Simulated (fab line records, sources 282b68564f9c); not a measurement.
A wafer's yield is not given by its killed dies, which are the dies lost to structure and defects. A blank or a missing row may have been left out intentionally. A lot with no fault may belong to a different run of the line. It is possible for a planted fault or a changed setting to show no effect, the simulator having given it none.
Split-lot study :: flow rit cmos :: 5 lots, 27 wafers read, on a route of 202 steps

SPLIT DETAILS
At RIT_CONTACT_DEVELOP_07 (develop time 120 s), the setting develop time s was moved away from the recipe's 120 s on 9 of the 27 wafers read, by -57.2% to +31.4%. All remaining wafers had this setting at the recipe value.

FROM THE SPLIT TO THE READING: what the file shows between them, 4 steps
- RIT_CONTACT_CD_MEAS_08: target cd 1000 nm
- RIT_CONTACT_HARDBAKE_10: time 60 s
- RIT_CONTACT_ETCH_11: etches SiO2 in CHF3/CF4/Ar, stops on TiSi2, target depth 480 nm, time 320 s
- RIT_CONTACT_STRIP_12: strips in O2, time 180 s

THE READING
cd nm at RIT_CONTACT_CD_MEAS_90, given in nm (cd target 1000 nm). A value of 1001.0 nm with a standard deviation of 2.2 nm is what fault-free wafers of this fab line usually give.

wafer: L074.1
tool, chamber at the split: litho track-02, 0
develop time s as run, s: 120
against the recipe: recipe
cd nm, nm: 1003.8
against lot-mates on the recipe: -

wafer: L074.2
tool, chamber at the split: litho track-02, 0
develop time s as run, s: 120
against the recipe: recipe
cd nm, nm: 1001.6
against lot-mates on the recipe: -

wafer: L074.3
tool, chamber at the split: litho track-02, 0
develop time s as run, s: 82.01
against the recipe: -31.7%
cd nm, nm: 969.7
against lot-mates on the recipe: -33.0

wafer: L074.4
tool, chamber at the split: litho track-02, 0
develop time s as run, s: 82.01
against the recipe: -31.7%
cd nm, nm: 970.4
against lot-mates on the recipe: -32.3

wafer: L074.5
tool, chamber at the split: litho track-02, 0
develop time s as run, s: 120
against the recipe: recipe
cd nm, nm: 1002.7
against lot-mates on the recipe: -

wafer: L074.6
tool, chamber at the split: litho track-02, 0
develop time s as run, s: 82.01
against the recipe: -31.7%
cd nm, nm: 969.8
against lot-mates on the recipe: -32.9

wafer: L080.1
tool, chamber at the split: litho track-01, 0
develop time s as run, s: 120
against the recipe: recipe
cd nm, nm: 1001.1
against lot-mates on the recipe: -

wafer: L080.2
tool, chamber at the split: litho track-01, 0
develop time s as run, s: 120
against the recipe: recipe
cd nm, nm: 1001.8
against lot-mates on the recipe: -

wafer: L080.3
tool, chamber at the split: litho track-01, 0
develop time s as run, s: 51.39
against the recipe: -57.2%
cd nm, nm: 929.6
against lot-mates on the recipe: -72.4

wafer: L080.4
tool, chamber at the split: litho track-01, 0
develop time s as run, s: 120
against the recipe: recipe
cd nm, nm: 1003.0
against lot-mates on the recipe: -

wafer: L080.5
tool, chamber at the split: litho track-01, 0
develop time s as run, s: 51.39
against the recipe: -57.2%
cd nm, nm: 925.6
against lot-mates on the recipe: -76.4

wafer: L080.6
tool, chamber at the split: litho track-01, 0
develop time s as run, s: 51.39
against the recipe: -57.2%
cd nm, nm: 927.9
against lot-mates on the recipe: -74.1

wafer: L081.1
tool, chamber at the split: litho track-01, 0
develop time s as run, s: 120
against the recipe: recipe
cd nm, nm: 998.4
against lot-mates on the recipe: -

wafer: L081.4
tool, chamber at the split: litho track-01, 0
develop time s as run, s: 120
against the recipe: recipe
cd nm, nm: 999.2
against lot-mates on the recipe: -

wafer: L081.6
tool, chamber at the split: litho track-01, 0
develop time s as run, s: 120
against the recipe: recipe
cd nm, nm: 998.6
against lot-mates on the recipe: -

wafer: L084.1
tool, chamber at the split: litho track-01, 0
develop time s as run, s: 120
against the recipe: recipe
cd nm, nm: 997.1
against lot-mates on the recipe: -

wafer: L084.2
tool, chamber at the split: litho track-01, 0
develop time s as run, s: 120
against the recipe: recipe
cd nm, nm: 995.3
against lot-mates on the recipe: -

wafer: L084.3
tool, chamber at the split: litho track-01, 0
develop time s as run, s: 120
against the recipe: recipe
cd nm, nm: 999.0
against lot-mates on the recipe: -

wafer: L084.4
tool, chamber at the split: litho track-01, 0
develop time s as run, s: 120
against the recipe: recipe
cd nm, nm: 997.6
against lot-mates on the recipe: -

wafer: L084.5
tool, chamber at the split: litho track-01, 0
develop time s as run, s: 120
against the recipe: recipe
cd nm, nm: 998.6
against lot-mates on the recipe: -

wafer: L084.6
tool, chamber at the split: litho track-01, 0
develop time s as run, s: 120
against the recipe: recipe
cd nm, nm: 999.2
against lot-mates on the recipe: -

wafer: L085.1
tool, chamber at the split: litho track-02, 0
develop time s as run, s: 157.7
against the recipe: +31.4%
cd nm, nm: 1025.7
against lot-mates on the recipe: +21.6

wafer: L085.2
tool, chamber at the split: litho track-02, 0
develop time s as run, s: 157.7
against the recipe: +31.4%
cd nm, nm: 1023.9
against lot-mates on the recipe: +19.8

wafer: L085.3
tool, chamber at the split: litho track-02, 0
develop time s as run, s: 120
against the recipe: recipe
cd nm, nm: 1003.4
against lot-mates on the recipe: -

wafer: L085.4
tool, chamber at the split: litho track-02, 0
develop time s as run, s: 120
against the recipe: recipe
cd nm, nm: 1004.0
against lot-mates on the recipe: -

wafer: L085.5
tool, chamber at the split: litho track-02, 0
develop time s as run, s: 120
against the recipe: recipe
cd nm, nm: 1005.0
against lot-mates on the recipe: -

wafer: L085.6
tool, chamber at the split: litho track-02, 0
develop time s as run, s: 157.7
against the recipe: +31.4%
cd nm, nm: 1027.0
against lot-mates on the recipe: +22.9

THE FIT
A straight line over all 27 wafers: cd nm changes by +1.11 nm for each +1% of develop time s; r = +0.98; the points scatter about the line by 5.3 nm.
The same after taking each lot's own level away (the mean of its wafers on the recipe; 27 wafers): +1.11 nm for each +1%; r = +0.98; scatter 5.6 nm.
The reading moves by 63 nm for the largest change in develop time s, on that fit.
The span of the lots' own levels, 997.80 to 1004.13 nm, comes to 2.9 times the standard deviation stated above.
The two slopes are in agreement: the lot-to-lot level therefore moves the slope only a little.
Check: with one of the wafers moved furthest among these (-57.2%) left out of the fit, the line predicts -63.9 nm for it against its lot-mates. It came out at -72.4 nm against them.

FURTHER SPLITS ON THESE WAFERS
Before the reading, these wafers also passed through other splits. Each is held against what the fit with the lots' levels taken away leaves over:
other split on the same wafers: RIT_ACTIVE_CVD_03 time s
wafers away from the commonest value: 18
r with cd nm (lot level and that fit taken away): -0.48

other split on the same wafers: RIT_GATE_ETCH_19 target depth a
wafers away from the commonest value: 6
r with cd nm (lot level and that fit taken away): +0.41

THE WHOLE CHAIN: every reading that the file lists as answering this split, in the file's order
step: RIT_CONTACT_CD_MEAS_08
what it does: target cd 1000 nm
reading: cd nm
change (the file's fit): +1.14 nm for each +1% of the setting
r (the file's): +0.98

step: RIT_CONTACT_ETCH_11
what it does: etches SiO2 in CHF3/CF4/Ar, stops on TiSi2, target depth 480 nm, time 320 s
reading: CONTACT.cd nm (the simulator's own value, which no gauge read)
change (the file's fit): +1.14 nm for each +1% of the setting
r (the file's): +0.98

step: RIT_CONTACT_CD_MEAS_90
what it does: target cd 1000 nm
reading: cd nm
change (the file's fit): +1.13 nm for each +1% of the setting
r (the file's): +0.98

THE FILE'S OWN FIT
cd nm changes by +1.13 nm for each +1% of develop time s, r = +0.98.
